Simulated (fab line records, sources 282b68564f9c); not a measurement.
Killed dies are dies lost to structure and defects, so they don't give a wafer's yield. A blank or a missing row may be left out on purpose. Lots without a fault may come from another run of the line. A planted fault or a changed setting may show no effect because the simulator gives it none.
A struck lot beside a sound one | flow rit_cmos | 45 steps out of a route of 202
Sound: wafers L721.2, L721.4, L721.6. Struck: wafers L738.1, L738.2, L738.3. The cause comes at the end.
At each step with rows: each side's tool, then ch and its chambers, then its first start. Under that, the readings that differ: sound wafers | struck wafers | difference of the means | sigmas: that difference in standard deviations of wafers without a fault.
alike: readings whose means differ by less than 2 such deviations, and words and numbers that are the same on both sides. not compared: withheld readings, readings that some wafer has no value for, bounds like >300 that may hide the same value, and numbers for which the record gives no deviation and whose values overlap.
The two part at a step that has a row with sigmas, a row that says differs or no value, or rows on one side only. Numbers that don't overlap but have no deviation are shown without sigmas and don't part them. A reading that every wafer of one side lacks parts them only if that side has two wafers or more.

first, 1 step without rows for these wafers: RIT_ACTIVE_DEVELOP_10 (develop time 48.86 s).
RIT_ACTIVE_CD_MEAS_11: target cd 1400 nm.
  sound on cd_sem-01, day 1 17:17; struck on cd_sem-02, day 5 05:10
  alike: cd_nm
then, 1 step without rows for these wafers: RIT_ACTIVE_HARDBAKE_12 (time 60 s).
RIT_ACTIVE_ETCH_13: etches Si3N4 in SF6, stops on SiO2, time 210 s, target depth 210 nm.
  sound on rie_diel-02 ch 1,2, day 1 17:32; struck on rie_diel-01 ch 0,2,3, day 5 05:26
  alike: drypump_motor_current_A, oes_product_au, rf_fwd_power_W, throttle_valve_pct
  not compared: rf_hours_counter_h
RIT_ACTIVE_STRIP_14: strips in O2, time 180 s.
  sound on plasma_asher-03 ch 0,1, day 1 17:40; struck on plasma_asher-03 ch 0,1, day 5 05:34
  alike: drypump_motor_current_A, rf_refl_power_W
  not compared: rf_hours_counter_h
RIT_ACTIVE_CD_MEAS_90: target cd 1400 nm.
  sound on cd_sem-01, day 1 17:52; struck on cd_sem-02, day 5 05:45
  alike: cd_nm
then, 4 steps without rows for these wafers: RIT_ACTIVE_CLEAN_15 (cleans in SC1, time 600 s); RIT_ACTIVE_CLEAN_16 (cleans in dHF, time 30 s); RIT_ACTIVE_CLEAN_17 (cleans in SC2, time 600 s); RIT_FOX1_OXIDATION_00 (target thk 350.7 nm, ox time 1130 s).
RIT_FOX1_THK_MEAS_01:
  sound on film_metro-03, day 1 19:39; struck on film_metro-01, day 5 07:35
  alike: FOX1_OXIDE_THK
then, 1 step without rows for these wafers: RIT_FOX1_WET_ETCH_02 (etches SiO2 in BOE, target depth 350 nm, time 390 s).
RIT_FOX2_OXIDATION_00: target thk 350.7 nm, ox time 1130 s.
  sound on furnace-01 ch 0, day 1 19:49; struck on furnace-03 ch 0, day 5 07:46
  reading                                     | sound             | struck          | difference | sigmas
  model.SiO2_of_FOX2_OXIDATION_00.thk_nm (nm) | 356 346.1 353.1   | 511 512.9 517.8 | +162       |
  model.Si3N4_of_ACTIVE_CVD_03.thk_nm (nm)    | 131.6 132.5 132.9 | 124.5 126.4 126 | -6.7       |
  alike: ox_temp_c
RIT_FOX2_THK_MEAS_01:
  sound on film_metro-03, day 1 21:08; struck on film_metro-01, day 5 09:05
  reading             | sound       | struck      | difference | sigmas
  FOX2_OXIDE_THK (nm) | 356 346 353 | 512 513 517 | +162       | +25
RIT_FOX2_CLEAN_02: cleans in dHF, time 186.9 s.
  sound on wet_bench-03 ch 1, day 1 21:11; struck on wet_bench-04 ch 3, day 5 09:08
  reading                                  | sound           | struck            | difference | sigmas
  model.Si3N4_of_ACTIVE_CVD_03.thk_nm (nm) | 131.1 132 132.4 | 124.1 125.9 125.6 | -6.6       |
then, 1 step without rows for these wafers: RIT_FOX2_WET_ETCH_03 (etches Si3N4 in H3PO4, target depth 195 nm, time 2700 s).
RIT_FOX2_THK_MEAS_90:
  sound on film_metro-03, day 1 22:01; struck on film_metro-04, day 5 09:58
  reading                     | sound       | struck      | difference | sigmas
  FIELD_OXIDE_LEFT_1_THK (nm) | 328 318 325 | 483 485 490 | +162       | +25
then, 6 steps without rows for these wafers: RIT_NWELL_HMDS_00 (prime time 60 s); RIT_NWELL_COAT_01 (resist thk 1300 nm); RIT_NWELL_SOFTBAKE_02 (time 60 s); RIT_NWELL_EXPOSE_03 (exposes mask M2, target cd 43900 nm); RIT_NWELL_PEB_04; RIT_NWELL_DEVELOP_05 (develop time 68 s).
RIT_NWELL_OVL_MEAS_06:
  sound on overlay-02, day 1 22:57; struck on overlay-01, day 5 11:05
  alike: NWELL_OVL
then, 2 steps without rows for these wafers: RIT_NWELL_HARDBAKE_07 (time 120 s); RIT_NWELL_IMPLANT_08.
RIT_NWELL_STRIP_09: strips in O2, time 180 s.
  sound on plasma_asher-04 ch 0,1, day 1 23:23; struck on plasma_asher-03 ch 0,1, day 5 11:31
  reading                     | sound          | struck         | difference | sigmas
  drypump_motor_current_A (A) | 5.65 5.27 5.28 | 5.93 5.63 5.93 | +0.43      | +2
  rf_refl_power_W (W)         | 6.6 5.6 5.3    | 9.0 6.9 8.8    | +2.4       | +2
  not compared: rf_hours_counter_h
RIT_NWELL_TW_MEAS_10:
  sound on film_metro-01, day 1 23:34; struck on film_metro-02, day 5 11:41
  alike: NWELL_TW
then, 2 steps without rows for these wafers: RIT_PWELL_HMDS_00 (prime time 60 s); RIT_PWELL_COAT_01 (resist thk 1300 nm).
RIT_PWELL_SOFTBAKE_02: time 61.77 s.
  sound on litho_track-04 ch 0, day 1 23:56; struck on litho_track-03 ch 0, day 5 12:03
  alike: plate_sensor_t_centre_C, plate_sensor_t_edge_C
then, 3 steps without rows for these wafers: RIT_PWELL_EXPOSE_03 (exposes mask M3, target cd 43700 nm); RIT_PWELL_PEB_04; RIT_PWELL_DEVELOP_05 (develop time 68 s).
RIT_PWELL_OVL_MEAS_06:
  sound on overlay-02, day 2 00:30; struck on overlay-01, day 5 12:45
  reading        | sound       | struck       | difference | sigmas
  PWELL_OVL (nm) | 3.1 3.8 3.6 | -0.4 0.8 1.2 | -3.0       | -2
then, 2 steps without rows for these wafers: RIT_PWELL_HARDBAKE_07 (time 120 s); RIT_PWELL_IMPLANT_08.
RIT_PWELL_STRIP_09: strips in O2, time 180 s.
  sound on plasma_asher-04 ch 0,1, day 2 00:56; struck on plasma_asher-04 ch 0,1, day 5 13:11
  alike: drypump_motor_current_A, rf_refl_power_W
  not compared: rf_hours_counter_h
RIT_PWELL_TW_MEAS_10:
  sound on film_metro-01, day 2 01:07; struck on film_metro-01, day 5 13:22
  alike: PWELL_TW
then, 1 step without rows for these wafers: RIT_WELLDRIVE_ANNEAL_00 (time 14700 s).
RIT_WELLDRIVE_RS_MEAS_01: measures by four-point-probe.
  sound on film_metro-01, day 2 07:25; struck on film_metro-04, day 5 23:58
  alike: NWELL_RS
RIT_WELLDRIVE_RS_MEAS_02: measures by four-point-probe.
  sound on film_metro-01, day 2 07:32; struck on film_metro-04, day 6 00:05
  alike: PWELL_RS
RIT_FOX2_THK_MEAS_91:
  sound on film_metro-03, day 2 11:26; struck on film_metro-04, day 6 03:50
  reading                     | sound       | struck      | difference | sigmas
  FIELD_OXIDE_LEFT_2_THK (nm) | 260 250 257 | 415 417 422 | +162       | +24
RIT_SILICIDE_WET_ETCH_00: etches SiO2 in BOE, target depth 14 nm, time 15 s.
  sound on wet_bench-03 ch 2, day 3 04:55; struck on wet_bench-03 ch 1, day 6 22:01
  reading                                     | sound           | struck          | difference | sigmas
  model.SiO2_of_FOX2_OXIDATION_00.thk_nm (nm) | 155.4 146 152.5 | 311 313.2 318.3 | +163       |
RIT_M1_PROBE_99:
  sound on prober-01, day 3 11:55; struck on prober-02, day 7 04:56
  reading                             | sound             | struck            | difference | sigmas
  model.etest.nldd.width_nm (nm)      | 3142 3158 3137    | 2857 2844 2843    | -298       |
  model.etest.pldd.width_nm (nm)      | 3143 3148 3138    | 2829 2835 2824    | -314       |
  model.etest.nplus_sal.width_nm (nm) | 3418 3430 3434    | 3305 3300 3264    | -138       |
  model.etest.pplus_sal.width_nm (nm) | 3431 3412 3430    | 3310 3290 3275    | -133       |
  model.etest.pwell.rs_ohm_sq         | 412 414.7 412.9   | 555.9 555.5 571.3 | +147.7     |
  model.etest.nmos_narrow.drive_ua_um | 213.9 210.9 215.6 | 162.7 160.4 154.1 | -54.4      |
  model.etest.pmos_narrow.drive_ua_um | 97.54 95.42 96.49 | 72.27 73.32 69.24 | -24.87     |
  model.etest.pldd.line_ohm_um        | 164.8 165.5 157.5 | 181.4 196.9 197.2 | +29.2      |
  alike: killed_at_front_end, killed_dies, killed_open, killed_short

WHERE THEY PART
First at RIT_FOX2_THK_MEAS_01; last, within this record, at RIT_FOX2_THK_MEAS_91. Later steps at which nothing parts them and some readings are alike: RIT_M1_PROBE_99.

WHY: what the simulator had put in
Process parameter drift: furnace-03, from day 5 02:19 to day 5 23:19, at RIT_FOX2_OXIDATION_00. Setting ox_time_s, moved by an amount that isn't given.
